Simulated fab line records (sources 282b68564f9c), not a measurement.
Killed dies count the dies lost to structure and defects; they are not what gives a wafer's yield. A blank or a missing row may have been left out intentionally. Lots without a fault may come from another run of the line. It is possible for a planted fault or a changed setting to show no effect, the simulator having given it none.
Which of the tools did it? || flow rit_cmos || Sampling: 7 lots, 21 wafers, 2 of 202 route steps

## WHAT THE GAUGES SHOWED, per wafer
RIT_CONTACT_CD_MEAS_90: target cd 1000 nm.
{"lot": "L936", "measured": "day 3 17:18", "on": "cd_sem-01", "cd_nm (nm)": "1000.2 999.0 998.7"}
{"lot": "L940", "measured": "day 4 11:44", "on": "cd_sem-02", "cd_nm (nm)": "997.6 998.9 996.6"}
{"lot": "L942", "measured": "day 4 21:04", "on": "cd_sem-02", "cd_nm (nm)": "997.8 996.6 999.7"}
{"lot": "L944", "measured": "day 5 06:23", "on": "cd_sem-02", "cd_nm (nm)": "1002.9 1004.7 1002.6"}
{"lot": "L947", "measured": "day 5 18:11", "on": "cd_sem-02", "cd_nm (nm)": "1001.3 1001.3 1001.4"}
{"lot": "L951", "measured": "day 6 13:14", "on": "cd_sem-01", "cd_nm (nm)": "- - -"}
{"lot": "L953", "measured": "day 7 02:56", "on": "cd_sem-02", "cd_nm (nm)": "- - -"}

## TOOL THAT RAN EACH LOT (tool first, then ch and the chambers of the sampled wafers, then the start)
{"lot": "L936", "RIT_CONTACT_ETCH_11": "rie_diel-02 ch 1,2,3, day 3 16:56"}
{"lot": "L940", "RIT_CONTACT_ETCH_11": "rie_diel-02 ch 0,1,3, day 4 11:22"}
{"lot": "L942", "RIT_CONTACT_ETCH_11": "rie_diel-03 ch 1,2, day 4 20:40"}
{"lot": "L944", "RIT_CONTACT_ETCH_11": "rie_diel-04 ch 1,2,3, day 5 06:01"}
{"lot": "L947", "RIT_CONTACT_ETCH_11": "rie_diel-04 ch 0,3, day 5 17:47"}
{"lot": "L951", "RIT_CONTACT_ETCH_11": "rie_diel-03 ch 0,2, day 6 12:50"}
{"lot": "L953", "RIT_CONTACT_ETCH_11": "rie_diel-03 ch 0,2, day 7 02:34"}
- RIT_CONTACT_ETCH_11: etches SiO2 in CHF3/CF4/Ar, stops on TiSi2, target depth 480 nm, time 320 s.

## THE ANSWER, worked out from the rows above alone
Rule: usual is defined by the lots themselves. Put in order of their means at a reading, lots are off if they are a third of the lots or fewer, leave a main group of 4 or more, and stand apart from it by a gap of 3 or more times the standard deviation of the main group's means; of several such gaps the widest counts. Not used: any main group whose means are identical at the precision the tables above print for the reading. A lot without any number at a reading at which 4 lots or more have one is off too. Any other lot the step has rows for is counted as sound.
Off: L951, L953 (RIT_CONTACT_CD_MEAS_90, cd_nm). Without a number there: L951, L953. The main group has a mean of 1000.0 nm with a standard deviation of 2.1.
A tool fits if, at a process step before that reading, it ran every lot that is off, and no sound lot after the first of them. Gauges at RIT_CONTACT_CD_MEAS_90: tried the same way as those tools. One fits: rie_diel-03 at RIT_CONTACT_ETCH_11. Its last sound lot is L942 (day 4 20:40), its first lot that is off L951 (day 6 12:50): a fault that began between those two fits.

## WHAT THE SIMULATOR HAD PUT IN
Entire step skipped (rie_diel-03, RIT_CONTACT_ETCH_11), from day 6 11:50 onward. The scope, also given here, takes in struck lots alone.
Struck lots among those shown: L951, L953. This agrees with what the rule above found.
